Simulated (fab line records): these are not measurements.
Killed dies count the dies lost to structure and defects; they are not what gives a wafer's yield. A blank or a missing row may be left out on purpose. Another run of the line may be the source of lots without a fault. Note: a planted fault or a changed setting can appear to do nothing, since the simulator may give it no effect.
Which tool did it? / flow berkeleyCmos170 / Sampling: 14 lots, 42 wafers, 4 of 331 route steps

## WHAT EACH GAUGE READ, for each wafer
UCB170_M2_THK_MEAS_03: measures by xrf.
lot=L367; measured=day 7 10:24; on=filmMetro-04; M2_AL_THK (nm)=906 909 912
lot=L369; measured=day 8 09:11; on=filmMetro-02; M2_AL_THK (nm)=911 910 917
lot=L370; measured=day 8 03:21; on=filmMetro-04; M2_AL_THK (nm)=901 905 910
lot=L371; measured=day 8 03:02; on=filmMetro-01; M2_AL_THK (nm)=915 927 915
lot=L373; measured=day 9 04:22; on=filmMetro-01; M2_AL_THK (nm)=932 931 939
lot=L374; measured=day 9 03:58; on=filmMetro-04; M2_AL_THK (nm)=906 906 913
lot=L375; measured=day 9 10:01; on=filmMetro-04; M2_AL_THK (nm)=912 909 899
lot=L376; measured=day 9 09:40; on=filmMetro-01; M2_AL_THK (nm)=901 907 912
lot=L378; measured=day 9 17:57; on=filmMetro-04; M2_AL_THK (nm)=919 910 914
lot=L379; measured=day 10 09:29; on=filmMetro-01; M2_AL_THK (nm)=906 914 912
lot=L380; measured=day 10 09:43; on=filmMetro-04; M2_AL_THK (nm)=900 905 906
lot=L381; measured=day 10 09:58; on=filmMetro-02; M2_AL_THK (nm)=899 895 899
lot=L388; measured=day 12 16:41; on=filmMetro-02; M2_AL_THK (nm)=906 919 913
lot=L389; measured=day 13 04:39; on=filmMetro-02; M2_AL_THK (nm)=900 912 900

UCB170_V2_CD_MEAS_12: target cd 700 nm.
lot=L367; measured=day 7 15:18; on=cdSem-01; cdNm (nm)=699.1 698.8 698.0
lot=L369; measured=day 8 14:38; on=cdSem-02; cdNm (nm)=699.3 696.7 698.2
lot=L370; measured=day 8 07:57; on=cdSem-01; cdNm (nm)=701.2 699.1 701.0
lot=L371; measured=day 8 07:38; on=cdSem-02; cdNm (nm)=702.1 701.6 701.7
lot=L373; measured=day 9 10:08; on=cdSem-02; cdNm (nm)=698.5 697.8 698.3
lot=L374; measured=day 9 09:39; on=cdSem-02; cdNm (nm)=700.6 699.9 701.0
lot=L375; measured=day 9 14:46; on=cdSem-02; cdNm (nm)=700.1 701.0 700.7
lot=L376; measured=day 9 14:10; on=cdSem-01; cdNm (nm)=701.5 700.9 701.4
lot=L378; measured=day 9 22:20; on=cdSem-01; cdNm (nm)=699.4 699.6 698.4
lot=L379; measured=day 10 14:49; on=cdSem-02; cdNm (nm)=698.8 699.6 699.8
lot=L380; measured=day 10 15:01; on=cdSem-02; cdNm (nm)=699.4 699.5 699.1
lot=L381; measured=day 10 15:04; on=cdSem-01; cdNm (nm)=699.0 698.9 698.7
lot=L388; measured=day 12 21:43; on=cdSem-02; cdNm (nm)=700.4 700.2 700.6
lot=L389; measured=day 13 09:42; on=cdSem-02; cdNm (nm)=697.8 697.7 700.0

## EACH LOT AND THE TOOL THAT RAN IT (in order: tool; ch and the chambers of the sampled wafers; start)
lot=L367; UCB170_ZERO_ETCH_06=rieDiel-01 ch 1,2,3, day 2 00:52; UCB170_PLDD_IMPLANT_08=implanter-03 ch 0, day 6 01:18
lot=L369; UCB170_ZERO_ETCH_06=rieDiel-04 ch 0,2, day 2 10:20; UCB170_PLDD_IMPLANT_08=implanter-01 ch 0, day 7 01:29
lot=L370; UCB170_ZERO_ETCH_06=rieDiel-04 ch 1,2, day 2 14:58; UCB170_PLDD_IMPLANT_08=implanter-03 ch 0, day 7 01:17
lot=L371; UCB170_ZERO_ETCH_06=rieDiel-03 ch 0,2,3, day 2 20:34; UCB170_PLDD_IMPLANT_08=implanter-04 ch 0, day 7 02:03
lot=L373; UCB170_ZERO_ETCH_06=rieDiel-04 ch 0,2,3, day 3 08:13; UCB170_PLDD_IMPLANT_08=implanter-01 ch 0, day 8 02:14
lot=L374; UCB170_ZERO_ETCH_06=rieDiel-03 ch 0,2,3, day 3 10:04; UCB170_PLDD_IMPLANT_08=implanter-01 ch 0, day 8 02:47
lot=L375; UCB170_ZERO_ETCH_06=rieDiel-03 ch 1,3, day 3 18:24; UCB170_PLDD_IMPLANT_08=implanter-04 ch 0, day 8 06:43
lot=L376; UCB170_ZERO_ETCH_06=rieDiel-04 ch 0,1,2, day 3 21:20; UCB170_PLDD_IMPLANT_08=implanter-03 ch 0, day 8 06:26
lot=L378; UCB170_ZERO_ETCH_06=rieDiel-01 ch 2,3, day 4 06:53; UCB170_PLDD_IMPLANT_08=implanter-04 ch 0, day 8 11:55
lot=L379; UCB170_ZERO_ETCH_06=rieDiel-03 ch 0,1,3, day 4 12:52; UCB170_PLDD_IMPLANT_08=implanter-01 ch 0, day 9 03:55
lot=L380; UCB170_ZERO_ETCH_06=rieDiel-04 ch 1,3, day 4 15:26; UCB170_PLDD_IMPLANT_08=implanter-03 ch 0, day 9 03:51
lot=L381; UCB170_ZERO_ETCH_06=rieDiel-01 ch 1,2,3, day 4 19:57; UCB170_PLDD_IMPLANT_08=implanter-04 ch 0, day 9 04:01
lot=L388; UCB170_ZERO_ETCH_06=rieDiel-01 ch 0,2,3, day 6 13:58; UCB170_PLDD_IMPLANT_08=implanter-03 ch 0, day 11 07:56
lot=L389; UCB170_ZERO_ETCH_06=rieDiel-03 ch 2,3, day 6 17:46; UCB170_PLDD_IMPLANT_08=implanter-03 ch 0, day 11 15:01
- UCB170_ZERO_ETCH_06: etches SiO2 in CHF3/CF4/Ar, time 12 s.
- UCB170_PLDD_IMPLANT_08

## AS READ BY THE TOOLS THEMSELVES (means over the sampled wafers that have a number; for cases with no such wafer, the mark the record gives instead)
UCB170_ZERO_ETCH_06.
lot=L367; tool=rieDiel-01; drypumpMotorCurrentA (A)=5.5; oesProductAu (a.u.)=0.618; throttleValvePct (%)=9.12
lot=L369; tool=rieDiel-04; drypumpMotorCurrentA (A)=6.0; oesProductAu (a.u.)=0.615; throttleValvePct (%)=9.48
lot=L370; tool=rieDiel-04; drypumpMotorCurrentA (A)=5.8; oesProductAu (a.u.)=0.617; throttleValvePct (%)=9.43
lot=L371; tool=rieDiel-03; drypumpMotorCurrentA (A)=5.8; oesProductAu (a.u.)=0.621; throttleValvePct (%)=9.19
lot=L373; tool=rieDiel-04; drypumpMotorCurrentA (A)=6.1; oesProductAu (a.u.)=0.623; throttleValvePct (%)=9.45
lot=L374; tool=rieDiel-03; drypumpMotorCurrentA (A)=5.8; oesProductAu (a.u.)=0.617; throttleValvePct (%)=9.19
lot=L375; tool=rieDiel-03; drypumpMotorCurrentA (A)=5.5; oesProductAu (a.u.)=0.612; throttleValvePct (%)=9.29
lot=L376; tool=rieDiel-04; drypumpMotorCurrentA (A)=5.9; oesProductAu (a.u.)=0.619; throttleValvePct (%)=9.44
lot=L378; tool=rieDiel-01; drypumpMotorCurrentA (A)=5.7; oesProductAu (a.u.)=0.615; throttleValvePct (%)=9.17
lot=L379; tool=rieDiel-03; drypumpMotorCurrentA (A)=5.7; oesProductAu (a.u.)=0.613; throttleValvePct (%)=9.23
lot=L380; tool=rieDiel-04; drypumpMotorCurrentA (A)=6.1; oesProductAu (a.u.)=0.622; throttleValvePct (%)=9.42
lot=L381; tool=rieDiel-01; drypumpMotorCurrentA (A)=5.5; oesProductAu (a.u.)=0.615; throttleValvePct (%)=9.13
lot=L388; tool=rieDiel-01; drypumpMotorCurrentA (A)=5.6; oesProductAu (a.u.)=0.613; throttleValvePct (%)=9.24
lot=L389; tool=rieDiel-03; drypumpMotorCurrentA (A)=5.7; oesProductAu (a.u.)=0.614; throttleValvePct (%)=9.20

UCB170_PLDD_IMPLANT_08.
lot=L367; tool=implanter-03; beamEnergyKeV=9.998; beamOnS (s)=10.7; faradayCurrentUA=149
lot=L369; tool=implanter-01; beamEnergyKeV=10.000; beamOnS (s)=9.8; faradayCurrentUA=161
lot=L370; tool=implanter-03; beamEnergyKeV=10.001; beamOnS (s)=10.5; faradayCurrentUA=150
lot=L371; tool=implanter-04; beamEnergyKeV=9.997; beamOnS (s)=9.8; faradayCurrentUA=162
lot=L373; tool=implanter-01; beamEnergyKeV=10.002; beamOnS (s)=10.2; faradayCurrentUA=156
lot=L374; tool=implanter-01; beamEnergyKeV=9.998; beamOnS (s)=10.2; faradayCurrentUA=155
lot=L375; tool=implanter-04; beamEnergyKeV=9.995; beamOnS (s)=10.0; faradayCurrentUA=159
lot=L376; tool=implanter-03; beamEnergyKeV=10.004; beamOnS (s)=10.5; faradayCurrentUA=151
lot=L378; tool=implanter-04; beamEnergyKeV=10.000; beamOnS (s)=9.9; faradayCurrentUA=160
lot=L379; tool=implanter-01; beamEnergyKeV=10.002; beamOnS (s)=10.0; faradayCurrentUA=159
lot=L380; tool=implanter-03; beamEnergyKeV=10.004; beamOnS (s)=10.7; faradayCurrentUA=149
lot=L381; tool=implanter-04; beamEnergyKeV=10.002; beamOnS (s)=10.1; faradayCurrentUA=157
lot=L388; tool=implanter-03; beamEnergyKeV=9.351; beamOnS (s)=11.6; faradayCurrentUA=136
lot=L389; tool=implanter-03; beamEnergyKeV=9.348; beamOnS (s)=11.9; faradayCurrentUA=134

## THE ANSWER, worked out from the rows above alone
Rule: usual is defined by the lots themselves. The widest of any qualifying gaps counts: lots, ordered by their means at a reading, are off when they make up no more than a third of the lots, leave a main group of 4 or more, and stand apart from it by 3 or more times the standard deviation of that group's means. The tables above print the reading to a certain number of digits; a main group whose means all agree to those digits is not used. Also off: a lot with no number at a reading for which 4 or more lots have one. All remaining lots with rows at the step are treated as sound. Order of review: gauges by route order, followed by the tools' own readings, for which a lot's mean as printed above is used. The first step at which some lot is off is used, and at that step the reading that is off furthest; a lot without a number counts as furthest.
Off: L388, L389 (UCB170_PLDD_IMPLANT_08, beamEnergyKeV). Main group: mean 10.000, sd 0.0027.
A tool fits if, at that step or a process step before it, it ran every lot that is off, and no sound lot after the first of them. One fits: implanter-03 at UCB170_PLDD_IMPLANT_08. Its last sound lot is L380 (day 9 03:51), its first lot that is off L388 (day 11 07:56): a fault that began between those two fits.
On the lots that are off, the tool's own readings at UCB170_PLDD_IMPLANT_08 differ by more than 5 times the standard deviation of the sound lots' means, which bears it out; beamEnergyKeV reads 9.350 there versus 10.000 on the sound lots.

## WHAT HAD BEEN PUT IN BY THE SIMULATOR
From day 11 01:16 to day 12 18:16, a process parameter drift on implanter-03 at UCB170_PLDD_IMPLANT_08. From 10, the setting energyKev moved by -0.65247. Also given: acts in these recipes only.
Struck lots among those shown: L388, L389. The rule above reached the same finding.
